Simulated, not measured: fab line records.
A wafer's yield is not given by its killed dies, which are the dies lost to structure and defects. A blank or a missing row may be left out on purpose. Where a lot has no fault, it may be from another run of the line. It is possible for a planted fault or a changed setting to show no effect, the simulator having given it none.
fab line records	flow rit_cmos
[record] lots = 6	wafers = 18	last_day = 8
route steps=202 shown GATE@83 M1@202
lots with no fault: from the same line, run without faults
start_h: hours from the record's first day to the start of the lot's first wafer shown	wait_h: how many hours have passed since the lot's step before this one	" identical to the entry in the row above	L1.1+2: several wafers, shown together as one row	- either no value or no given start	* or withheld: withheld	< > ~ a bound
route shown NAME@n: a module of which the file shows steps, and the number in the route of the first	usual: mean/standard deviation of fault-free wafers	same: alike in all rows	chamber/n: place in a boat	sites: each site's reading	_std_site: how widely they spread, as a standard deviation	_edge_site: inner sites' mean taken away from outer sites' mean	radius_mm: for every site, how far away it sits from the centre of the wafer	mask NAME#n: copy n	behind: the tool/chamber that last shaped the wafer	hold: why the lot went on hold/how many hours it stayed there/how the hold came to an end	device: the transistor (n, p or np) that didn't switch	end of line: tests run on the same wafers once the route is complete	a step with no rows: only its recipe	killed: count of dies lost to structure and defects at first sort (not the wafer's yield)	map: a wafer's dies, x killed, . not, _ none there
set.NAME: the setting the step ran with; set.NAME@STEP: the setting that earlier step ran with	model.NAME: the simulator's own value behind a step, which no gauge read
lots at selected steps of the route; one table per step, one row per wafer
services: when a tool's chamber went out of use (start_h, in hours from the record's first day, below 0 if earlier), for how many hours, and the reason
[[steps]]
[step RIT_GATE_THK_MEAS_07]
[recipe] reads = SiO2_of_GATE_OXIDATION_05
[usual] GATE_OXIDE_THK = 3.01/0.055
lot.wafer	tool	chamber	start_h	wait_h	GATE_OXIDE_THK[nm]
L877.1	film_metro-03	-	67.82	0.0	3.15
L877.2	"	-	"	"	3.00
L877.5	"	-	"	"	3.14
L879.1	film_metro-03	-	81.96	0.0	3.05
L879.2	"	-	"	"	3.09
L879.6	"	-	"	"	3.02
L885.1	film_metro-03	-	105.15	0.0	2.98
L885.5	"	-	"	"	3.01
L885.6	"	-	"	"	3.00
L891.1	film_metro-02	-	144.87	0.0	3.00
L891.2	"	-	"	"	3.12
L891.5	"	-	"	"	2.97
L893.4	film_metro-04	-	157.44	0.0	3.00
L893.5	"	-	"	"	3.07
L893.6	"	-	"	"	3.05
L894.1	film_metro-04	-	161.98	0.0	3.00
L894.2	"	-	"	"	2.93
L894.4	"	-	"	"	3.03
[step RIT_GATE_CVD_08]
[recipe] material = poly-Si	target_thk_nm = 250	temp_c = 610	precursor = SiH4	time_s = 2220	pressure_mtorr = 300	sih4_flow_sccm = 100
[step RIT_GATE_THK_MEAS_09]
[recipe] reads = poly-Si_of_GATE_CVD_08
[usual] GATE_POLY_THK = 250.1/2.3
lot.wafer	tool	chamber	start_h	wait_h	GATE_POLY_THK[nm]
L877.1	film_metro-03	-	70.18	0.0	248.4
L877.2	"	-	"	"	249.4
L877.5	"	-	"	"	248.5
L879.1	film_metro-04	-	83.63	0.0	243.9
L879.2	"	-	"	"	242.4
L879.6	"	-	"	"	246.2
L885.1	film_metro-02	-	106.82	0.0	250.6
L885.5	"	-	"	"	252.0
L885.6	"	-	"	"	251.4
L891.1	film_metro-02	-	146.55	0.0	256.0
L891.2	"	-	"	"	251.8
L891.5	"	-	"	"	252.1
L893.4	film_metro-03	-	159.11	0.0	252.6
L893.5	"	-	"	"	250.5
L893.6	"	-	"	"	250.5
L894.1	film_metro-03	-	163.65	0.0	250.3
L894.2	"	-	"	"	249.0
L894.4	"	-	"	"	251.3
[step RIT_GATE_HMDS_10]
[recipe] prime_time_s = 60	prime_temp_c = 140
[step RIT_GATE_COAT_11]
[recipe] resist = NOVOLAK	spin_rpm = 4250	resist_thk_nm = 850
[step RIT_GATE_SOFTBAKE_12]
[recipe] resist = NOVOLAK	temp_c = 90	time_s = 60
[step RIT_GATE_EXPOSE_13]
[recipe] mask_id = M6	na = 0.6	source_shape = conventional	sigma_outer = 0.6	target_cd_nm = 150	dose_mj = 380
[step RIT_GATE_PEB_14]
[recipe] resist = NOVOLAK	temp_c = withheld	time_s = withheld
[step RIT_GATE_DEVELOP_15]
[recipe] resist = NOVOLAK	develop_time_s = 50	dev_temp_c = 23
[step RIT_GATE_CD_MEAS_16]
[recipe] target_cd_nm = 150
[usual] cd_nm = 149/3.4
lot.wafer	tool	chamber	start_h	wait_h	cd_nm
L877.1	cd_sem-02	-	71.21	-	151
L877.2	"	-	"	"	152
L877.5	"	-	"	"	151
L879.1	cd_sem-02	-	84.67	-	152
L879.2	"	-	"	"	155
L879.6	"	-	"	"	152
L885.1	cd_sem-02	-	108.04	-	152
L885.5	"	-	"	"	154
L885.6	"	-	"	"	155
L891.1	cd_sem-02	-	147.59	-	154
L891.2	"	-	"	"	152
L891.5	"	-	"	"	153
L893.4	cd_sem-02	-	160.18	-	154
L893.5	"	-	"	"	153
L893.6	"	-	"	"	153
L894.1	cd_sem-02	-	164.56	-	144
L894.2	"	-	"	"	145
L894.4	"	-	"	"	142
[step RIT_GATE_OVL_MEAS_17]
[usual] GATE_OVL = -0.4/1.5
lot.wafer	tool	chamber	start_h	wait_h	GATE_OVL[nm]
L877.1	overlay-02	-	71.33	0.1	-0.9
L877.2	"	-	"	"	-1.8
L877.5	"	-	"	"	0.2
L879.1	overlay-02	-	84.79	0.1	0.1
L879.2	"	-	"	"	0.6
L879.6	"	-	"	"	0.3
L885.1	overlay-02	-	108.16	0.1	-0.2
L885.5	"	-	"	"	-0.3
L885.6	"	-	"	"	-1.3
L891.1	overlay-01	-	147.71	0.1	1.1
L891.2	"	-	"	"	-0.5
L891.5	"	-	"	"	-0.8
L893.4	overlay-01	-	160.26	0.1	-1.8
L893.5	"	-	"	"	-1.2
L893.6	"	-	"	"	-1.5
L894.1	overlay-02	-	164.68	0.1	0.3
L894.2	"	-	"	"	1.2
L894.4	"	-	"	"	1.8
[step RIT_GATE_HARDBAKE_18]
[recipe] resist = NOVOLAK	temp_c = 140	time_s = 60
[step RIT_GATE_ETCH_19]
[recipe] chemistry = SF6/CHF3/O2	time_s = 165	SF6_flow_sccm = 30	CHF3_flow_sccm = 30	O2_flow_sccm = 5	target = poly-Si	pressure_mtorr = 40	rf_w = 160	target_depth_a = 3125	over_etch_frac = 0.25	stop_on = SiO2
[usual] chamber_pressure_mTorr = 40.00/0.038	drypump_motor_current_A = 5.89/0.3	he_backside_leak_sccm = 2.74/0.23	oes_product_au = 0.852/0.014	throttle_valve_pct = 10.28/0.12
lot.wafer	tool	chamber	start_h	wait_h	chamber_pressure_mTorr	drypump_motor_current_A	he_backside_leak_sccm	oes_product_au	rf_hours_counter_h	throttle_valve_pct	model.NOVOLAK_of_GATE_COAT_11.thk_nm
L877.1	rie_si-02	1	71.52	0.1	40.07	5.57	2.46	0.843	2	10.45	669.1
L877.2	"	0	"	"	40.06	5.87	2.85	0.857	115	10.06	665.2
L877.5	"	1	"	"	40.04	5.59	2.60	0.846	-	10.44	665.9
L879.1	rie_si-02	3	84.98	0.1	39.97	6.22	2.48	0.839	41	10.39	666.9
L879.2	"	2	"	"	40.00	6.00	2.63	0.856	27	10.13	668.9
L879.6	"	1	"	"	40.05	5.60	2.56	0.842	-	10.46	667
L885.1	rie_si-02	2	108.44	0.1	40.00	6.03	2.63	0.860	27	10.11	671.6
L885.5	"	3	"	"	40.00	6.21	2.54	0.857	-	10.38	673
L885.6	"	2	"	"	39.99	6.02	2.70	0.883	-	10.12	671.2
L891.1	rie_si-02	2	147.89	0.1	40.01	6.01	2.37	0.872	28	10.09	669.5
L891.2	"	3	"	"	40.06	6.23	2.58	0.863	42	10.37	645.2
L891.5	"	0	"	"	40.03	5.84	2.78	0.861	-	10.08	670.3
L893.4	rie_si-02	1	160.42	0.1	40.03	5.58	2.62	0.865	2	10.45	665.7
L893.5	"	0	"	"	39.97	5.88	2.85	0.860	-	10.09	665.7
L893.6	"	3	"	"	39.96	6.22	2.56	0.858	-	10.37	639.8
L894.1	rie_si-01	2	164.87	0.1	40.00	6.26	2.24	0.861	64	10.30	672.8
L894.2	"	0	"	"	40.01	5.30	2.98	0.839	0	10.35	669.9
L894.4	"	3	"	"	40.02	5.82	2.78	0.856	-	10.34	675.7
[step RIT_GATE_STRIP_20]
[recipe] chemistry = O2	time_s = 180	resist = NOVOLAK	platen_temp_c = withheld	power_w = 500	pressure_mtorr = 4000	o2_flow_sccm = 4000
[usual] chamber_pressure_mTorr = 4000/3.6	drypump_motor_current_A = 5.8/0.35
lot.wafer	tool	chamber	start_h	wait_h	chamber_pressure_mTorr	drypump_motor_current_A	rf_hours_counter_h
L877.1	plasma_asher-02	1	71.63	0.1	4000	6.0	27
L877.2	"	0	"	"	4001	6.2	27
L877.5	"	1	"	"	4002	6.0	-
L879.1	plasma_asher-02	1	85.08	0.1	3997	6.0	28
L879.2	"	0	"	"	4005	6.3	28
L879.6	"	1	"	"	4000	6.0	-
L885.1	plasma_asher-04	0	108.55	0.1	4002	5.7	47
L885.5	"	1	"	"	4000	5.2	-
L885.6	"	0	"	"	3996	5.7	-
L891.1	plasma_asher-03	0	148.00	0.1	4005	5.7	53
L891.2	"	1	"	"	3996	5.7	53
L891.5	"	0	"	"	3991	5.7	-
L893.4	plasma_asher-03	0	160.59	0.1	3999	5.7	-
L893.5	"	1	"	"	3997	5.7	-
L893.6	"	0	"	"	4008	5.7	-
L894.1	plasma_asher-03	0	164.98	0.1	4005	5.6	54
L894.2	"	1	"	"	4003	5.7	54
L894.4	"	1	"	"	4009	5.7	-
[step RIT_M1_PROBE_99]
[usual] killed_at_M0_to_M3 = 0.0/0.2	killed_at_contacts = 0.1/0.31	killed_at_front_end = 7/3	killed_dies = 7/3	killed_open = 3.8/2.1	killed_short = 3.6/1.9
[same] gross_dies = 264	killed_at_M4_up = 0	killed_at_back_side = 0	killed_at_other = 0
lot.wafer	tool	chamber	start_h	wait_h	killed_at_M0_to_M3	killed_at_contacts	killed_at_front_end	killed_dies	killed_open	killed_short	model.etest.pmos_turned.r_on_ohm_um	model.etest.pmos_0p15.r_on_ohm_um	model.etest.pmos_0p3.r_on_ohm_um	model.etest.pmos_0p15.drive_ua_um	model.etest.pmos_turned.drive_ua_um	model.etest.pwell_pinched.rs_ohm_sq	model.etest.nwell_pinched.rs_ohm_sq	model.etest.pmos_narrow.drive_ua_um
L877.1	prober-01	-	93.34	0.1	0	0	10	10	6	4	3460	2806	6460	247.7	191.2	466.3	341.7	98.16
L877.2	prober-01	-	93.39	0.1	0	0	12	12	5	7	3373	2745	6244	256	194.3	463.3	335.2	101.3
L877.5	prober-01	-	93.54	0.2	0	1	8	9	5	4	3423	2774	6407	251.7	192.3	459.2	334.4	97.67
L879.1	prober-01	-	105.00	0.1	1	0	6	7	4	3	3398	2758	6314	252.6	193.2	460.4	335.2	102
L879.2	prober-01	-	105.05	0.1	0	0	8	8	3	5	3527	2931	6493	240.8	184.4	463.8	339.9	100.2
L879.6	prober-01	-	105.25	0.2	0	0	7	7	5	2	3370	2743	6231	254.4	193.9	459.8	337.9	104.1
L885.1	prober-01	-	129.22	0.1	0	0	9	9	3	6	3553	2868	6398	245.8	180.7	456.6	339	102
L885.5	prober-01	-	129.42	0.2	0	0	8	8	2	6	3628	2942	6435	239.7	175.9	459.9	345.8	100.4
L885.6	prober-01	-	129.47	0.2	0	0	9	9	1	8	3764	3020	6503	232.3	168.9	454.3	335.3	99.6
L891.1	prober-01	-	170.33	0.1	0	0	7	7	5	2	3540	2861	6402	245.2	184.1	464.1	338.2	98.34
L891.2	prober-01	-	170.38	0.1	0	0	5	5	2	3	3099	2571	6049	289.8	223.6	500.8	367.1	104
L891.5	prober-01	-	170.53	0.2	0	0	9	9	4	5	3352	2753	6179	256.4	195.5	460.1	334.4	101.2
L893.4	prober-01	-	185.84	0.2	0	0	4	4	2	2	3289	2693	6146	263.3	203.1	460.6	339.2	104.4
L893.5	prober-01	-	185.89	0.2	0	0	9	9	5	3	3315	2722	6277	255.9	198.6	456.8	339	100.4
L893.6	prober-01	-	185.94	0.2	0	0	4	4	0	3	2976	2461	6000	296	232.3	489.9	363.6	107.3
L894.1	prober-01	-	187.19	0.1	0	0	6	6	3	3	3134	2516	6050	285.6	214.2	449	338.8	106.5
L894.2	prober-01	-	187.24	0.1	0	0	4	4	4	0	3046	2488	5923	291.1	224.8	462.1	341.6	110.3
L894.4	prober-01	-	187.34	0.2	0	0	7	7	5	2	3015	2425	6003	296.9	224.3	444.9	336.6	108.6
// killed by level:class
L877.1 REOX:geometric_particle:open=3 FOX1:geometric_particle:short=2 SPACER:geometric_particle:open=2 GATE:geometric_particle:open=1 REOX:geometric_particle:short=1 SPACER:geometric_particle:short=1
L877.2 REOX:geometric_particle:open=3 REOX:geometric_particle:short=3 GATE:geometric_particle:open=2 SPACER:geometric_particle:short=2 FOX1:geometric_particle:short=1 SILICIDE:geometric_particle:short=1
L877.5 GATE:geometric_particle:open=3 GATE:geometric_particle:short=2 FOX2:geometric_particle:open=1 FOX2:geometric_particle:short=1 SPACER:geometric_particle:short=1 CONTACT:geometric_particle:open=1
L879.1 GATE:geometric_particle:open=3 GATE:geometric_particle:short=2 SPACER:geometric_particle:open=1 M1:geometric_particle:short=1
L879.2 GATE:geometric_particle:short=2 REOX:geometric_particle:short=2 FOX1:geometric_particle:short=1 FOX2:geometric_particle:open=1 GATE:geometric_particle:open=1 REOX:geometric_particle:open=1
L879.6 FOX1:geometric_particle:open=1 FOX2:geometric_particle:short=1 FOX2:geometric_particle:open=1 GATE:geometric_particle:short=1 GATE:geometric_particle:open=1 REOX:geometric_particle:open=1 SPACER:geometric_particle:open=1
L885.1 GATE:geometric_particle:open=3 GATE:geometric_particle:short=3 FOX1:geometric_particle:short=2 REOX:geometric_particle:short=1
L885.5 REOX:geometric_particle:short=3 FOX1:geometric_particle:open=1 FOX1:geometric_particle:short=1 REOX:geometric_particle:open=1 SPACER:geometric_particle:short=1 SILICIDE:geometric_particle:short=1
L885.6 GATE:geometric_particle:short=3 REOX:geometric_particle:short=3 FOX1:geometric_particle:short=1 GATE:geometric_particle:open=1 SPACER:geometric_particle:short=1
L891.1 GATE:geometric_particle:open=4 FOX2:geometric_particle:short=1 SILICIDE:geometric_particle:short=1 SILICIDE:geometric_particle:open=1
L891.2 FOX2:geometric_particle:short=2 GATE:geometric_particle:open=2 SILICIDE:geometric_particle:short=1
L891.5 GATE:geometric_particle:short=2 FOX2:geometric_particle:open=1 GATE:geometric_particle:open=1 REOX:geometric_particle:short=1 REOX:geometric_particle:open=1 SPACER:geometric_particle:open=1 SPACER:geometric_particle:short=1 SILICIDE:geometric_particle:short=1
L893.4 FOX1:geometric_particle:open=1 FOX1:geometric_particle:short=1 FOX2:geometric_particle:short=1 REOX:geometric_particle:open=1
L893.5 GATE:geometric_particle:open=2 SILICIDE:geometric_particle:open=2 GATE:geometric_particle:short=1 REOX:geometric_particle:short=1 REOX:geometric_particle:open=1 SILICIDE:geometric_particle:short=1 PSD:coat_microbubble_printed=1
L893.6 GATE:geometric_particle:short=2 FOX1:geometric_particle:short=1 PSD:coat_microbubble_printed=1
L894.1 FOX2:geometric_particle:short=1 GATE:geometric_particle:short=1 GATE:geometric_particle:open=1 REOX:geometric_particle:open=1 SPACER:geometric_particle:short=1 SILICIDE:geometric_particle:open=1
L894.2 GATE:geometric_particle:open=2 REOX:geometric_particle:open=1 SPACER:geometric_particle:open=1
L894.4 REOX:geometric_particle:open=2 SILICIDE:geometric_particle:open=2 GATE:geometric_particle:open=1 GATE:geometric_particle:short=1 REOX:geometric_particle:short=1
[[services]]
tool	chamber	start_h	hours	kind
plasma_asher-04	-	63.69	2.8	pm
rie_si-02	-	97.31	0.2	repair
rie_si-01	0	104.22	7.6	repair
rie_si-01	0	145.50	-	clean
rie_si-01	0	145.50	18.2	scheduled_down
rie_si-01	0	145.50	18.2	vent_cycle
rie_si-01	-	163.52	0.4	repair
rie_si-01	1	163.93	-	clean
rie_si-01	1	163.93	16.1	scheduled_down
rie_si-01	1	163.93	16.1	vent_cycle
[[key]]
first_sign none at tools or gauges
[model_effect] step = RIT_GATE_ETCH_19	value = NOVOLAK_of_GATE_COAT_11.thk_nm	without = 670.9	struck = 642.5
[model_effect] step = RIT_M1_PROBE_99	value = etest.pmos_turned.r_on_ohm_um	without = 3379	struck = 3038
met_at RIT_GATE_ETCH_19
struck_wafers L891.2,L893.6
tester_left_out L891,L893
onset_between 108.44 147.89
[fault] kind = process_parameter_drift	tool = rie_si-02	chamber = 3	onset_h = 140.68	steps = RIT_GATE_ETCH_19	channel = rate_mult	offset = 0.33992	shape = step	end_h = 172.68
// tester_left_out: of these lots the tester's yield and bins aren't shown, on N5 and GAA mostly nor the transistor test; their killed dies are dies lost to structure and defects alone, not to doping, threshold or leakage, so they don't give the yield
